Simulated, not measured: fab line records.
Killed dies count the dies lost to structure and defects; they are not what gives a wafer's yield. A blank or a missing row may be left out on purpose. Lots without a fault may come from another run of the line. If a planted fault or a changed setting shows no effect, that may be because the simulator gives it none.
The tool behind it: which one? / flow rit-cmos / 39 wafers from 13 lots sampled at 3 of the route's 202 steps

WHAT THE GAUGES SHOWED, per wafer
RIT_SILICIDE_RS_MEAS_02: the measuring method here is four-point-probe.
lot=L371; measured=day 3 04:13; on=film-metro-02; SILICIDE_TI_RS (ohm/sq)=49.0 49.4 48.9
lot=L372; measured=day 3 09:14; on=film-metro-03; SILICIDE_TI_RS (ohm/sq)=47.7 48.5 48.1
lot=L373; measured=day 3 14:31; on=film-metro-02; SILICIDE_TI_RS (ohm/sq)=49.1 49.1 48.3
lot=L374; measured=day 3 16:58; on=film-metro-01; SILICIDE_TI_RS (ohm/sq)=46.9 46.5 47.4
lot=L375; measured=day 4 01:07; on=film-metro-02; SILICIDE_TI_RS (ohm/sq)=48.2 48.4 48.3
lot=L376; measured=day 4 05:14; on=film-metro-03; SILICIDE_TI_RS (ohm/sq)=47.2 46.6 46.7
lot=L377; measured=day 4 14:29; on=film-metro-03; SILICIDE_TI_RS (ohm/sq)=48.1 47.6 47.9
lot=L378; measured=day 4 15:37; on=film-metro-03; SILICIDE_TI_RS (ohm/sq)=48.3 47.6 47.9
lot=L383; measured=day 5 18:41; on=film-metro-03; SILICIDE_TI_RS (ohm/sq)=48.5 48.9 48.3
lot=L384; measured=day 6 00:13; on=film-metro-03; SILICIDE_TI_RS (ohm/sq)=47.8 91.2 46.7
lot=L385; measured=day 6 03:56; on=film-metro-03; SILICIDE_TI_RS (ohm/sq)=47.2 47.8 47.6
lot=L389; measured=day 7 01:46; on=film-metro-03; SILICIDE_TI_RS (ohm/sq)=47.8 48.5 48.7
lot=L393; measured=day 7 21:19; on=film-metro-03; SILICIDE_TI_RS (ohm/sq)=48.2 48.3 49.0

RIT_SILICIDE_THK_MEAS_03: measures by xrf.
lot=L371; measured=day 3 04:20; on=film-metro-02; SILICIDE_TI_THK (nm)=29.3 29.2 29.5
lot=L372; measured=day 3 09:21; on=film-metro-03; SILICIDE_TI_THK (nm)=30.2 29.9 30.2
lot=L373; measured=day 3 14:38; on=film-metro-02; SILICIDE_TI_THK (nm)=29.3 29.3 29.6
lot=L374; measured=day 3 17:04; on=film-metro-01; SILICIDE_TI_THK (nm)=30.5 30.7 30.4
lot=L375; measured=day 4 01:14; on=film-metro-02; SILICIDE_TI_THK (nm)=29.8 29.9 29.7
lot=L376; measured=day 4 05:21; on=film-metro-03; SILICIDE_TI_THK (nm)=30.5 30.8 30.6
lot=L377; measured=day 4 14:36; on=film-metro-03; SILICIDE_TI_THK (nm)=29.9 30.1 30.0
lot=L378; measured=day 4 15:44; on=film-metro-03; SILICIDE_TI_THK (nm)=29.9 30.2 29.9
lot=L383; measured=day 5 18:49; on=film-metro-03; SILICIDE_TI_THK (nm)=29.7 29.4 29.8
lot=L384; measured=day 6 00:20; on=film-metro-03; SILICIDE_TI_THK (nm)=30.2 18.1 30.7
lot=L385; measured=day 6 04:03; on=film-metro-03; SILICIDE_TI_THK (nm)=30.5 30.4 30.3
lot=L389; measured=day 7 01:53; on=film-metro-03; SILICIDE_TI_THK (nm)=30.0 29.7 29.6
lot=L393; measured=day 7 21:26; on=film-metro-03; SILICIDE_TI_THK (nm)=29.9 29.9 29.5

WHICH TOOL RAN EACH LOT (tool, then ch and the chambers of the sampled wafers, then the start)
lot=L371; RIT_SILICIDE_SPUTTER_01=pvd-sputter-04, day 3 04:04
lot=L372; RIT_SILICIDE_SPUTTER_01=pvd-sputter-01, day 3 09:05
lot=L373; RIT_SILICIDE_SPUTTER_01=pvd-sputter-04, day 3 14:22
lot=L374; RIT_SILICIDE_SPUTTER_01=pvd-sputter-01, day 3 16:47
lot=L375; RIT_SILICIDE_SPUTTER_01=pvd-sputter-04, day 4 00:58
lot=L376; RIT_SILICIDE_SPUTTER_01=pvd-sputter-01, day 4 05:05
lot=L377; RIT_SILICIDE_SPUTTER_01=pvd-sputter-04, day 4 14:20
lot=L378; RIT_SILICIDE_SPUTTER_01=pvd-sputter-01, day 4 15:28
lot=L383; RIT_SILICIDE_SPUTTER_01=pvd-sputter-03, day 5 18:32
lot=L384; RIT_SILICIDE_SPUTTER_01=pvd-sputter-01, day 6 00:04
lot=L385; RIT_SILICIDE_SPUTTER_01=pvd-sputter-03, day 6 03:46
lot=L389; RIT_SILICIDE_SPUTTER_01=pvd-sputter-03, day 7 01:36
lot=L393; RIT_SILICIDE_SPUTTER_01=pvd-sputter-03, day 7 21:10
- RIT_SILICIDE_SPUTTER_01: material Ti, target thk 30 nm, time 240 s.

AS READ BY THE TOOLS THEMSELVES (means over the sampled wafers that have a number; for cases with no such wafer, the mark the record gives instead)
RIT_SILICIDE_SPUTTER_01.
lot=L371; tool=pvd-sputter-04; throttle-valve-pct (%)=28.0
lot=L372; tool=pvd-sputter-01; throttle-valve-pct (%)=29.3
lot=L373; tool=pvd-sputter-04; throttle-valve-pct (%)=29.8
lot=L374; tool=pvd-sputter-01; throttle-valve-pct (%)=29.7
lot=L375; tool=pvd-sputter-04; throttle-valve-pct (%)=29.3
lot=L376; tool=pvd-sputter-01; throttle-valve-pct (%)=29.7
lot=L377; tool=pvd-sputter-04; throttle-valve-pct (%)=29.8
lot=L378; tool=pvd-sputter-01; throttle-valve-pct (%)=29.9
lot=L383; tool=pvd-sputter-03; throttle-valve-pct (%)=30.3
lot=L384; tool=pvd-sputter-01; throttle-valve-pct (%)=29.6
lot=L385; tool=pvd-sputter-03; throttle-valve-pct (%)=29.8
lot=L389; tool=pvd-sputter-03; throttle-valve-pct (%)=30.5
lot=L393; tool=pvd-sputter-03; throttle-valve-pct (%)=30.3

THE ANSWER, worked out from the rows above alone
Rule: usual is defined by the lots themselves. The widest of any qualifying gaps counts: lots, ordered by their means at a reading, are off when they make up no more than a third of the lots, leave a main group of 4 or more, and stand apart from it by 3 or more times the standard deviation of that group's means. Not used: any main group whose means are identical at the precision the tables above print for the reading. Also off: a lot with no number at a reading for which 4 or more lots have one. All remaining lots with rows at the step are treated as sound. Order of review: gauges by route order, followed by the tools' own readings, for which a lot's mean as printed above is used. The first step at which some lot is off is used, and at that step the reading that is off furthest; a lot without a number counts as furthest.
Off: L384, seen at RIT_SILICIDE_RS_MEAS_02 (SILICIDE_TI_RS). Main group: mean 48.1 ohm/sq, sd 0.67.
A tool fits if, at a process step before that reading, it ran every lot that is off, and no sound lot after the first of them. Gauges at RIT_SILICIDE_RS_MEAS_02: tried the same way as those tools. One fits: RIT_SILICIDE_SPUTTER_01 on pvd-sputter-01. Its last sound lot is L378 (day 4 15:28), its first lot that is off L384 (day 6 00:04): a fault that began between those two fits.

WHAT THE SIMULATOR HAD PUT IN
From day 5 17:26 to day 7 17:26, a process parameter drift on pvd-sputter-01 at RIT_SILICIDE_SPUTTER_01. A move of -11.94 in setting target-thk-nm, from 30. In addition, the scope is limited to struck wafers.
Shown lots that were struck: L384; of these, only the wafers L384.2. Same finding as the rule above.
